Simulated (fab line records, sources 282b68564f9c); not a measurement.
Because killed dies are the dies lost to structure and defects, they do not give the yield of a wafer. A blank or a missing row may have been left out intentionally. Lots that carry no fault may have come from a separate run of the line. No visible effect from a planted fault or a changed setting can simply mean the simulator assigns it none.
fab line records | flow rit-cmos | part 1 of 2: steps 1 to 33 of 45
record: lots: 5 wafers: 15 last-day: 7
route steps=202 shown FOX2@23 NWELL@28 PWELL@39 WELLDRIVE@50 NRETRO@53 PRETRO@64
lots that met no fault: taken from a fault-free run of the same line
start-h: start of the lot's first displayed wafer, in hours after the record's first day | wait-h: hours from the lot's prior step to this one | " as in the row above | L1.1+2: a row that stands for several wafers | - either no value or no given start | * or withheld: withheld | < > ~ a bound
route shown NAME@n: a module of which the file shows steps, and the number in the route of the first | usual: mean/standard deviation of fault-free wafers | same: alike in all rows | chamber/n: place in a boat | sites: the reading at each site | _std_site: the standard deviation of these | _edge_site: outer sites' mean less inner sites' | radius-mm: how far each site lies from the wafer's centre | mask NAME#n: copy n | behind: the last tool/chamber to shape the wafer | hold: why the lot was held/for how many hours/how that ended | device: which transistor (n, p or np) failed to switch | end of line: the route-end tests of the same wafers | where a step has no rows: the recipe by itself | killed: dies that structure and defects cost at the first sort, which is not the same as the wafer's yield | map: a wafer's dies, x killed, . not, _ none there
set.NAME: setting as actually run; set.NAME@STEP: the setting as run at that earlier step | model.NAME: the simulator's own value behind a step, which no gauge read
lots at some steps of the route; a table a step, a row a wafer
services: when a tool's chamber went out of use (start-h, in hours from the record's first day, below 0 if earlier), for how many hours, and the reason
== steps ==
step: RIT_FOX2_OXIDATION_00
recipe: temp-c: 1100 ambient: H2O target-thk-a: 3507 p-h2o-torr: 720 ox-time-s: 1130
usual: zone-power-source-pct: 42/6.7
columns lot.wafer tool chamber start-h wait-h zone-power-source-pct
L076.1 furnace-02 0 27.07 0.0 46
L076.3 " 0 " " 47
L076.6 " 0 " " 47
L080.1 furnace-04 0 49.62 1.1 48
L080.2 " 0 " " 48
L080.4 " 0 " " 48
L086.1 furnace-02 0 79.76 0.0 47
L086.2 " 0 " " 46
L086.6 " 0 " " 46
L089.3 furnace-02 0 94.72 1.3 46
L089.4 " 0 " " 46
L089.6 " 0 " " 47
L096.3 furnace-03 0 129.44 0.9 33
L096.4 " 0 " " 33
L096.6 " 0 " " 34
step: RIT_FOX2_THK_MEAS_01
recipe: reads: SiO2_of_FOX2_OXIDATION_00
usual: FOX2_OXIDE_THK: 353/6.1
columns lot.wafer tool chamber start-h wait-h FOX2_OXIDE_THK[nm]
L076.1 film-metro-01 - 28.39 0.0 356
L076.3 " - " " 359
L076.6 " - " " 358
L080.1 film-metro-01 - 50.93 0.0 338
L080.2 " - " " 338
L080.4 " - " " 331
L086.1 film-metro-02 - 81.08 0.0 344
L086.2 " - " " 353
L086.6 " - " " 348
L089.3 film-metro-01 - 96.05 0.0 349
L089.4 " - " " 352
L089.6 " - " " 350
L096.3 film-metro-04 - 130.78 0.0 360
L096.4 " - " " 354
L096.6 " - " " 356
step: RIT_FOX2_CLEAN_02
recipe: chemistry: dHF dilution: 50:1 time-s: 180
columns lot.wafer tool chamber start-h wait-h
L076.1+3+6 wet-bench-02 2 28.45 0.1
L080.1+2+4 wet-bench-02 1 50.99 0.1
L086.1+2+6 wet-bench-01 1 81.14 0.1
L089.3+4+6 wet-bench-02 3 96.09 0.0
L096.3+4+6 wet-bench-01 0 130.82 0.0
step: RIT_FOX2_WET_ETCH_03
recipe: chemistry: H3PO4 target: Si3N4 target-depth-nm: 195 temp-c: 165 time-s: 2700
columns lot.wafer tool chamber start-h wait-h
L076.1+3+6 wet-bench-01 3 28.51 0.0
L080.1+2+4 wet-bench-04 0 51.05 0.0
L086.1+2+6 wet-bench-02 3 81.20 0.0
L089.3+4+6 wet-bench-01 1 96.15 0.0
L096.3+4+6 wet-bench-04 3 130.88 0.0
step: RIT_FOX2_THK_MEAS_90
recipe: reads: SiO2_of_FOX2_OXIDATION_00
usual: FIELD_OXIDE_LEFT_1_THK: 325/6.1
columns lot.wafer tool chamber start-h wait-h FIELD_OXIDE_LEFT_1_THK[nm]
L076.1 film-metro-01 - 30.03 0.0 329
L076.3 " - " " 332
L076.6 " - " " 330
L080.1 film-metro-02 - 51.81 0.0 311
L080.2 " - " " 311
L080.4 " - " " 304
L086.1 film-metro-04 - 81.96 0.0 316
L086.2 " - " " 324
L086.6 " - " " 320
L089.3 film-metro-01 - 97.00 0.0 322
L089.4 " - " " 325
L089.6 " - " " 323
L096.3 film-metro-01 - 131.66 0.0 332
L096.4 " - " " 327
L096.6 " - " " 328
step: RIT_NWELL_HMDS_00
recipe: prime-time-s: 60 prime-temp-c: 140
usual: prime-temp-c: 140.04/0.13
columns lot.wafer tool chamber start-h wait-h prime-temp-c
L076.1 litho-track-01 0 30.09 0.1 140.14
L076.3 " 0 " " 139.98
L076.6 " 0 " " 140.14
L080.1 litho-track-01 0 51.93 0.1 140.08
L080.2 " 0 " " 139.83
L080.4 " 0 " " 140.02
L086.1 litho-track-03 0 82.02 0.1 139.99
L086.2 " 0 " " 140.02
L086.6 " 0 " " 140.16
L089.3 litho-track-03 0 97.09 0.1 139.96
L089.4 " 0 " " 139.85
L089.6 " 0 " " 139.82
L096.3 litho-track-04 0 131.75 0.1 140.25
L096.4 " 0 " " 139.85
L096.6 " 0 " " 139.99
step: RIT_NWELL_COAT_01
recipe: resist: NOVOLAK spin-rpm: 2000 resist-thk-nm: 1300
columns lot.wafer tool chamber start-h wait-h
L076.1+3+6 litho-track-01 0 30.24 0.1
L080.1+2+4 litho-track-01 0 52.08 0.1
L086.1+2+6 litho-track-03 0 82.17 0.1
L089.3+4+6 litho-track-03 0 97.24 0.1
L096.3+4+6 litho-track-04 0 131.90 0.1
step: RIT_NWELL_SOFTBAKE_02
recipe: resist: NOVOLAK temp-c: 90 time-s: 60
columns lot.wafer tool chamber start-h wait-h
L076.1+3+6 litho-track-01 0 30.39 0.1
L080.1+2+4 litho-track-01 0 52.23 0.1
L086.1+2+6 litho-track-03 0 82.32 0.1
L089.3+4+6 litho-track-03 0 97.39 0.1
L096.3+4+6 litho-track-04 0 132.05 0.1
step: RIT_NWELL_EXPOSE_03
recipe: mask-id: M2 na: 0.57 target-cd-nm: 43900 dose-mj: 250
usual: focus-offset-nm: -0.2/0.59
columns lot.wafer tool chamber start-h wait-h mask focus-offset-nm
L076.1 iline-stepper-02 0 30.66 0.2 M2#0 -0.5
L076.3 " 0 " " M2#0 -0.9
L076.6 " 0 " " M2#0 -1.6
L080.1 iline-stepper-02 0 52.38 0.1 M2#0 -0.1
L080.2 " 0 " " M2#0 -0.4
L080.4 " 0 " " M2#0 0.1
L086.1 iline-stepper-01 0 82.47 0.1 M2#0 1.2
L086.2 " 0 " " M2#0 0.6
L086.6 " 0 " " M2#0 -0.5
L089.3 iline-stepper-01 0 97.65 0.2 M2#0 0.7
L089.4 " 0 " " M2#0 0.3
L089.6 " 0 " " M2#0 0.2
L096.3 iline-stepper-01 0 132.31 0.2 M2#0 -0.7
L096.4 " 0 " " M2#0 -0.4
L096.6 " 0 " " M2#0 -0.6
step: RIT_NWELL_PEB_04
recipe: resist: NOVOLAK temp-c: withheld time-s: withheld
columns lot.wafer tool chamber start-h wait-h
L076.1+3+6 litho-track-03 0 30.78 0.1
L080.1+2+4 litho-track-01 0 52.50 0.1
L086.1+2+6 litho-track-01 0 82.58 0.1
L089.3+4+6 litho-track-01 0 97.78 0.1
L096.3+4+6 litho-track-01 0 132.44 0.1
step: RIT_NWELL_DEVELOP_05
recipe: resist: NOVOLAK develop-time-s: 68 dev-temp-c: 23
columns lot.wafer tool chamber start-h wait-h
L076.1+3+6 litho-track-03 0 - -
L080.1+2+4 litho-track-01 0 - -
L086.1+2+6 litho-track-01 0 - -
L089.3+4+6 litho-track-01 0 - -
L096.3+4+6 litho-track-01 0 - -
step: RIT_NWELL_OVL_MEAS_06
usual: NWELL_OVL: -0.5/1.4
columns lot.wafer tool chamber start-h wait-h NWELL_OVL[nm]
L076.1 overlay-01 - 31.09 - 0.3
L076.3 " - " " -0.5
L076.6 " - " " -1.0
L080.1 overlay-02 - 52.81 - 0.9
L080.2 " - " " 0.5
L080.4 " - " " -1.9
L086.1 overlay-02 - 82.90 - -0.7
L086.2 " - " " -0.1
L086.6 " - " " -0.9
L089.3 overlay-02 - 98.06 - -2.9
L089.4 " - " " -0.7
L089.6 " - " " -2.0
L096.3 overlay-02 - 132.72 - -1.1
L096.4 " - " " -1.3
L096.6 " - " " 0.9
step: RIT_NWELL_HARDBAKE_07
recipe: resist: NOVOLAK temp-c: 140 time-s: 120
columns lot.wafer tool chamber start-h wait-h
L076.1+3+6 litho-track-03 0 31.13 0.0
L080.1+2+4 litho-track-04 0 52.85 0.0
L086.1+2+6 litho-track-01 0 82.93 0.0
L089.3+4+6 litho-track-04 0 98.16 0.1
L096.3+4+6 litho-track-04 0 132.82 0.1
step: RIT_NWELL_IMPLANT_08
recipe: species: P energy-kev: 170 dose-cm2: 5e+13 tilt-deg: 7
usual: dose-ions-cm2: 4.999e+13/5.6e+10
columns lot.wafer tool chamber start-h wait-h dose-ions-cm2
L076.1 implanter-03 0 31.38 0.2 4.998e+13
L076.3 " 0 " " 5.005e+13
L076.6 " 0 " " 5.001e+13
L080.1 implanter-04 0 53.10 0.2 4.99e+13
L080.2 " 0 " " 4.995e+13
L080.4 " 0 " " 4.99e+13
L086.1 implanter-04 0 83.18 0.2 5.003e+13
L086.2 " 0 " " 5e+13
L086.6 " 0 " " 5e+13
L089.3 implanter-03 0 98.38 0.2 5.008e+13
L089.4 " 0 " " 5.003e+13
L089.6 " 0 " " 5.013e+13
L096.3 implanter-01 0 133.04 0.2 4.991e+13
L096.4 " 0 " " 5.004e+13
L096.6 " 0 " " 5e+13
step: RIT_NWELL_STRIP_09
recipe: chemistry: O2 time-s: 180 resist: NOVOLAK platen-temp-c: withheld power-w: 500 pressure-mtorr: 4000 o2-flow-sccm: 4000
usual: chamber-pressure-mTorr: 4000/3.9 drypump-motor-current-A: 6.1/0.42
columns lot.wafer tool chamber start-h wait-h chamber-pressure-mTorr drypump-motor-current-A rf-hours-counter-h
L076.1 plasma-asher-03 1 31.53 0.1 3999 5.3 39
L076.3 " 0 " " 3997 6.4 -
L076.6 " 0 " " 4002 6.4 -
L080.1 plasma-asher-01 1 53.25 0.1 3999 6.3 26
L080.2 " 0 " " 4004 5.8 26
L080.4 " 1 " " 4003 6.3 -
L086.1 plasma-asher-01 0 83.33 0.1 3996 5.9 29
L086.2 " 1 " " 3993 6.3 29
L086.6 " 1 " " 4004 6.3 -
L089.3 plasma-asher-01 0 98.54 0.1 4004 5.8 -
L089.4 " 1 " " 4005 6.3 -
L089.6 " 0 " " 3998 5.8 -
L096.3 plasma-asher-02 1 133.20 0.1 3999 5.7 -
L096.4 " 0 " " 3998 6.6 -
L096.6 " 0 " " 4007 6.6 -
step: RIT_NWELL_TW_MEAS_10
usual: NWELL_TW: 2125/11
columns lot.wafer tool chamber start-h wait-h NWELL_TW
L076.1 film-metro-01 - 31.70 0.1 2112
L076.3 " - " " 2118
L076.6 " - " " 2114
L080.1 film-metro-01 - 53.42 0.1 2113
L080.2 " - " " 2113
L080.4 " - " " 2107
L086.1 film-metro-03 - 83.51 0.1 2137
L086.2 " - " " 2142
L086.6 " - " " 2154
L089.3 film-metro-01 - 98.68 0.1 2120
L089.4 " - " " 2124
L089.6 " - " " 2121
L096.3 film-metro-03 - 133.33 0.1 2137
L096.4 " - " " 2136
L096.6 " - " " 2142
step: RIT_PWELL_HMDS_00
recipe: prime-time-s: 60 prime-temp-c: 140
usual: prime-temp-c: 139.98/0.15
columns lot.wafer tool chamber start-h wait-h prime-temp-c
L076.1 litho-track-04 0 31.76 0.1 139.88
L076.3 " 0 " " 139.86
L076.6 " 0 " " 139.86
L080.1 litho-track-04 0 53.48 0.1 139.80
L080.2 " 0 " " 139.78
L080.4 " 0 " " 140.06
L086.1 litho-track-04 0 83.57 0.1 140.17
L086.2 " 0 " " 140.06
L086.6 " 0 " " 139.87
L089.3 litho-track-04 0 98.77 0.1 139.97
L089.4 " 0 " " 140.08
L089.6 " 0 " " 140.28
L096.3 litho-track-04 0 133.49 0.1 139.90
L096.4 " 0 " " 139.73
L096.6 " 0 " " 140.08
step: RIT_PWELL_COAT_01
recipe: resist: NOVOLAK spin-rpm: 2000 resist-thk-nm: 1300
columns lot.wafer tool chamber start-h wait-h
L076.1+3+6 litho-track-04 0 31.91 0.1
L080.1+2+4 litho-track-04 0 53.63 0.1
L086.1+2+6 litho-track-04 0 83.72 0.1
L089.3+4+6 litho-track-04 0 98.92 0.1
L096.3+4+6 litho-track-04 0 133.64 0.1
step: RIT_PWELL_SOFTBAKE_02
recipe: resist: NOVOLAK temp-c: 90 time-s: 60
columns lot.wafer tool chamber start-h wait-h
L076.1+3+6 litho-track-04 0 32.06 0.1
L080.1+2+4 litho-track-04 0 53.78 0.1
L086.1+2+6 litho-track-04 0 83.87 0.1
L089.3+4+6 litho-track-04 0 99.07 0.1
L096.3+4+6 litho-track-04 0 133.79 0.1
step: RIT_PWELL_EXPOSE_03
recipe: mask-id: M3 na: 0.57 target-cd-nm: 43700 dose-mj: 250
usual: focus-offset-nm: 0.0/0.52
columns lot.wafer tool chamber start-h wait-h mask focus-offset-nm
L076.1 iline-stepper-01 0 32.22 0.1 M3#0 -0.1
L076.3 " 0 " " M3#0 1.0
L076.6 " 0 " " M3#0 0.5
L080.1 iline-stepper-01 0 54.06 0.2 M3#0 1.6
L080.2 " 0 " " M3#0 0.8
L080.4 " 0 " " M3#0 0.4
L086.1 iline-stepper-02 0 84.02 0.1 M3#0 0.5
L086.2 " 0 " " M3#0 0.1
L086.6 " 0 " " M3#0 0.5
L089.3 iline-stepper-02 0 99.21 0.1 M3#0 -0.6
L089.4 " 0 " " M3#0 0.0
L089.6 " 0 " " M3#0 -0.5
L096.3 iline-stepper-01 0 133.93 0.1 M3#0 -0.3
L096.4 " 0 " " M3#0 0.6
L096.6 " 0 " " M3#0 -0.9
step: RIT_PWELL_PEB_04
recipe: resist: NOVOLAK temp-c: withheld time-s: withheld
columns lot.wafer tool chamber start-h wait-h
L076.1+3+6 litho-track-04 0 32.34 0.1
L080.1+2+4 litho-track-04 0 54.17 0.1
L086.1+2+6 litho-track-04 0 84.13 0.1
L089.3+4+6 litho-track-01 0 99.33 0.1
L096.3+4+6 litho-track-02 0 134.06 0.1
step: RIT_PWELL_DEVELOP_05
recipe: resist: NOVOLAK develop-time-s: 68 dev-temp-c: 23
columns lot.wafer tool chamber start-h wait-h
L076.1+3+6 litho-track-04 0 - -
L080.1+2+4 litho-track-04 0 - -
L086.1+2+6 litho-track-04 0 - -
L089.3+4+6 litho-track-01 0 - -
L096.3+4+6 litho-track-02 0 - -
step: RIT_PWELL_OVL_MEAS_06
usual: PWELL_OVL: -0.5/1.5
columns lot.wafer tool chamber start-h wait-h PWELL_OVL[nm]
L076.1 overlay-02 - 32.65 - -1.1
L076.3 " - " " -1.5
L076.6 " - " " -2.1
L080.1 overlay-01 - 54.49 - 0.4
L080.2 " - " " -0.8
L080.4 " - " " -1.0
L086.1 overlay-01 - 84.45 - 0.3
L086.2 " - " " 0.7
L086.6 " - " " 0.3
L089.3 overlay-01 - 99.61 - 1.3
L089.4 " - " " 1.3
L089.6 " - " " 3.0
L096.3 overlay-02 - 134.33 - -0.4
L096.4 " - " " -0.1
L096.6 " - " " -2.3
step: RIT_PWELL_HARDBAKE_07
recipe: resist: NOVOLAK temp-c: 140 time-s: 120
columns lot.wafer tool chamber start-h wait-h
L076.1+3+6 litho-track-04 0 32.69 0.0
L080.1+2+4 litho-track-02 0 54.52 0.0
L086.1+2+6 litho-track-02 0 84.60 0.2
L089.3+4+6 litho-track-01 0 99.72 0.1
L096.3+4+6 litho-track-01 0 134.44 0.1
step: RIT_PWELL_IMPLANT_08
recipe: species: B energy-kev: 170 dose-cm2: 7e+13 tilt-deg: 7
usual: dose-ions-cm2: 6.999e+13/6.6e+10
columns lot.wafer tool chamber start-h wait-h dose-ions-cm2
L076.1 implanter-01 0 32.94 0.2 7.001e+13
L076.3 " 0 " " 7.004e+13
L076.6 " 0 " " 6.99e+13
L080.1 implanter-02 0 54.77 0.2 6.989e+13
L080.2 " 0 " " 7.003e+13
L080.4 " 0 " " 6.985e+13
L086.1 implanter-01 0 84.85 0.2 7e+13
L086.2 " 0 " " 7e+13
L086.6 " 0 " " 7.006e+13
L089.3 implanter-02 0 99.93 0.2 7.003e+13
L089.4 " 0 " " 7.003e+13
L089.6 " 0 " " 7.002e+13
L096.3 implanter-02 0 134.66 0.2 6.997e+13
L096.4 " 0 " " 7.001e+13
L096.6 " 0 " " 6.987e+13
step: RIT_PWELL_STRIP_09
recipe: chemistry: O2 time-s: 180 resist: NOVOLAK platen-temp-c: withheld power-w: 500 pressure-mtorr: 4000 o2-flow-sccm: 4000
usual: chamber-pressure-mTorr: 4000/3.7 drypump-motor-current-A: 6.0/0.46
columns lot.wafer tool chamber start-h wait-h chamber-pressure-mTorr drypump-motor-current-A rf-hours-counter-h
L076.1 plasma-asher-01 0 33.09 0.1 4006 5.9 24
L076.3 " 0 " " 4003 5.9 -
L076.6 " 0 " " 4003 5.8 -
L080.1 plasma-asher-02 1 54.92 0.1 4004 5.8 40
L080.2 " 0 " " 3997 6.6 40
L080.4 " 1 " " 4008 5.7 -
L086.1 plasma-asher-01 1 85.00 0.1 4000 6.2 29
L086.2 " 0 " " 3997 5.8 29
L086.6 " 0 " " 3999 5.8 -
L089.3 plasma-asher-04 1 100.09 0.1 3998 5.1 -
L089.4 " 0 " " 4000 5.4 -
L089.6 " 1 " " 3992 5.1 -
L096.3 plasma-asher-01 1 134.81 0.1 4000 6.2 -
L096.4 " 0 " " 4010 5.9 -
L096.6 " 0 " " 3995 5.8 -
step: RIT_PWELL_TW_MEAS_10
usual: PWELL_TW: 944/6.1
columns lot.wafer tool chamber start-h wait-h PWELL_TW
L076.1 film-metro-02 - 33.26 0.1 943
L076.3 " - " " 946
L076.6 " - " " 944
L080.1 film-metro-01 - 55.10 0.1 937
L080.2 " - " " 939
L080.4 " - " " 937
L086.1 film-metro-02 - 85.18 0.1 961
L086.2 " - " " 959
L086.6 " - " " 956
L089.3 film-metro-01 - 100.23 0.1 943
L089.4 " - " " 946
L089.6 " - " " 937
L096.3 film-metro-02 - 134.95 0.1 958
L096.4 " - " " 953
L096.6 " - " " 951
step: RIT_WELLDRIVE_ANNEAL_00
recipe: temp-c: 1100 time-s: 14700 ambient: N2
usual: zone-power-source-pct: 46.7/1.4
columns lot.wafer tool chamber start-h wait-h zone-power-source-pct
L076.1 furnace-01 0 33.32 0.1 44.8
L076.3 " 0 " " 44.9
L076.6 " 0 " " 44.8
L080.1 furnace-01 0 55.16 0.1 44.8
L080.2 " 0 " " 45.1
L080.4 " 0 " " 45.7
L086.1 furnace-02 0 86.82 1.6 46.0
L086.2 " 0 " " 46.0
L086.6 " 0 " " 46.3
L089.3 furnace-04 0 100.85 0.6 48.2
L089.4 " 0 " " 48.0
L089.6 " 0 " " 47.4
L096.3 furnace-04 0 136.56 1.6 47.6
L096.4 " 0 " " 48.1
L096.6 " 0 " " 48.8
step: RIT_WELLDRIVE_RS_MEAS_01
recipe: thk-meas-gauge: four-point-probe
usual: NWELL_RS: 275.6/0.91
columns lot.wafer tool chamber start-h wait-h NWELL_RS[ohm/sq]
L076.1 film-metro-01 - 38.41 0.0 275.1
L076.3 " - " " 275.0
L076.6 " - " " 275.4
L080.1 film-metro-01 - 60.24 0.0 277.4
L080.2 " - " " 277.2
L080.4 " - " " 276.4
L086.1 film-metro-03 - 91.91 0.0 274.8
L086.2 " - " " 274.9
L086.6 " - " " 274.3
L089.3 film-metro-02 - 105.97 0.0 275.5
L089.4 " - " " 274.5
L089.6 " - " " 274.2
L096.3 film-metro-03 - 141.68 0.0 275.4
L096.4 " - " " 274.6
L096.6 " - " " 275.4
step: RIT_WELLDRIVE_RS_MEAS_02
recipe: thk-meas-gauge: four-point-probe
usual: PWELL_RS: 429.4/1.1
columns lot.wafer tool chamber start-h wait-h PWELL_RS[ohm/sq]
L076.1 film-metro-01 - 38.53 0.1 430.7
L076.3 " - " " 430.3
L076.6 " - " " 432.6
L080.1 film-metro-01 - 60.36 0.1 430.5
L080.2 " - " " 429.5
L080.4 " - " " 428.6
L086.1 film-metro-03 - 92.03 0.1 427.1
L086.2 " - " " 429.0
L086.6 " - " " 428.3
L089.3 film-metro-02 - 106.09 0.1 427.7
L089.4 " - " " 428.8
L089.6 " - " " 428.8
L096.3 film-metro-03 - 141.80 0.1 429.1
L096.4 " - " " 428.4
L096.6 " - " " 428.7
step: RIT_NRETRO_HMDS_00
recipe: prime-time-s: 60 prime-temp-c: 140
usual: prime-temp-c: 139.97/0.15
columns lot.wafer tool chamber start-h wait-h prime-temp-c
L076.1 litho-track-03 0 38.65 0.1 139.90
L076.3 " 0 " " 139.81
L076.6 " 0 " " 139.92
L080.1 litho-track-03 0 60.48 0.1 140.11
L080.2 " 0 " " 139.96
L080.4 " 0 " " 140.03
L086.1 litho-track-03 0 92.15 0.1 139.89
L086.2 " 0 " " 139.86
L086.6 " 0 " " 139.79
L089.3 litho-track-03 0 106.22 0.1 139.97
L089.4 " 0 " " 139.95
L089.6 " 0 " " 139.87
L096.3 litho-track-02 0 141.93 0.1 140.03
L096.4 " 0 " " 140.29
L096.6 " 0 " " 139.97
step: RIT_NRETRO_COAT_01
recipe: resist: NOVOLAK spin-rpm: 2000 resist-thk-nm: 1300
columns lot.wafer tool chamber start-h wait-h
L076.1+3+6 litho-track-03 0 38.80 0.1
L080.1+2+4 litho-track-03 0 60.63 0.1
L086.1+2+6 litho-track-03 0 92.30 0.1
L089.3+4+6 litho-track-03 0 106.37 0.1
L096.3+4+6 litho-track-02 0 142.08 0.1
step: RIT_NRETRO_SOFTBAKE_02
recipe: resist: NOVOLAK temp-c: 90 time-s: 60
columns lot.wafer tool chamber start-h wait-h
L076.1+3+6 litho-track-03 0 38.95 0.1
L080.1+2+4 litho-track-03 0 60.78 0.1
L086.1+2+6 litho-track-03 0 92.45 0.1
L089.3+4+6 litho-track-03 0 106.52 0.1
L096.3+4+6 litho-track-02 0 142.23 0.1
